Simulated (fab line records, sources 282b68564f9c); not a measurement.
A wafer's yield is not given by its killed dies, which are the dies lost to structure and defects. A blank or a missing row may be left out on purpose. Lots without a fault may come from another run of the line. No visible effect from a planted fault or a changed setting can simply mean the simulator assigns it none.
Which tool is to blame?    flow ritCmos    42 wafers from 14 lots sampled at 2 of the route's 202 steps

WHAT THE GAUGES READ, wafer by wafer
Not one reading of a measure or inspect step in the record can be checked against a usual standard deviation.

TOOL THAT RAN EACH LOT (tool first, then ch and the chambers of the sampled wafers, then the start)
lot   RIT_PLDD_SOFTBAKE_02             RIT_M1_PROBE_99
L399  lithoTrack-01 ch 0, day 2 23:29  -
L400  lithoTrack-03 ch 0, day 2 23:36  -
L401  lithoTrack-02 ch 0, day 3 07:16  prober-01, day 3 22:31
L402  lithoTrack-03 ch 0, day 3 11:01  -
L403  lithoTrack-01 ch 0, day 3 16:08  -
L404  lithoTrack-03 ch 0, day 3 22:44  -
L405  lithoTrack-01 ch 0, day 4 03:21  -
L406  lithoTrack-03 ch 0, day 4 10:39  -
L410  lithoTrack-01 ch 0, day 5 09:26  -
L414  lithoTrack-03 ch 0, day 5 23:20  -
L416  lithoTrack-03 ch 0, day 6 13:32  -
L417  lithoTrack-02 ch 0, day 6 17:00  -
L421  lithoTrack-01 ch 0, day 7 11:10  -
L422  lithoTrack-01 ch 0, day 7 16:32  -
- RIT_PLDD_SOFTBAKE_02: time 60 s.
- RIT_M1_PROBE_99

WHAT THE TOOLS THEMSELVES READ (means of the sampled wafers that have a number; where no wafer has one, the mark that the record gives instead)
RIT_PLDD_SOFTBAKE_02.
lot   tool           heaterPowerTotalW (W)  runLengthS (s)
L399  lithoTrack-01  34.57                  89.25
L400  lithoTrack-03  34.58                  89.15
L401  lithoTrack-02  34.56                  89.24
L402  lithoTrack-03  34.53                  89.27
L403  lithoTrack-01  34.54                  89.12
L404  lithoTrack-03  34.58                  89.11
L405  lithoTrack-01  34.55                  89.32
L406  lithoTrack-03  34.58                  89.14
L410  lithoTrack-01  34.59                  89.25
L414  lithoTrack-03  35.65                  83.23
L416  lithoTrack-03  35.62                  83.27
L417  lithoTrack-02  34.53                  89.27
L421  lithoTrack-01  34.57                  89.14
L422  lithoTrack-01  34.56                  89.25

RIT_M1_PROBE_99.
lot   tool       killedAtContacts  killedAtFrontEnd  killedDies  killedOpen  killedShort
L401  prober-01  0.0               7.7               7.7         4.0         3.7

THE ANSWER, worked out from the rows above alone
Rule: usual is defined by the lots themselves. The widest of any qualifying gaps counts: lots, ordered by their means at a reading, are off when they make up no more than a third of the lots, leave a main group of 4 or more, and stand apart from it by 3 or more times the standard deviation of that group's means. The tables above print the reading to a certain number of digits; a main group whose means all agree to those digits is not used. Also off: a lot with no number at a reading for which 4 or more lots have one. Any other lot the step has rows for is counted as sound. The gauges are gone through in route order, then the tools' own readings, and for those a lot's mean is taken as printed above. At the first step where some lot is off, the reading lying furthest off is the one used; lots without a number count as furthest.
Off, at RIT_PLDD_SOFTBAKE_02 on runLengthS: L414, L416. For the main group the mean is 89.21 s and the standard deviation 0.069.
If a tool, at that step or one of the process steps before it, ran each lot that is off and ran no sound lot following the first of them, it fits. One fits: lithoTrack-03 at RIT_PLDD_SOFTBAKE_02. Its last sound lot is L406 (day 4 10:39), its first lot that is off L414 (day 5 23:20): a fault that began between those two fits.
The tool's own readings at RIT_PLDD_SOFTBAKE_02 bear it out: on the lots that are off they differ by more than 5 times the standard deviation of the sound lots' means. heaterPowerTotalW reads 35.63 W there against 34.56 W on the sound lots; runLengthS reads 83.25 s there against 89.21 s on the sound lots.

WHAT THE SIMULATOR HAD PUT IN
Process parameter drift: lithoTrack-03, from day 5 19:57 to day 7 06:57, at RIT_PLDD_SOFTBAKE_02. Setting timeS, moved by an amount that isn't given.
Struck lots among those shown: L414, L416. Same finding as the rule above.
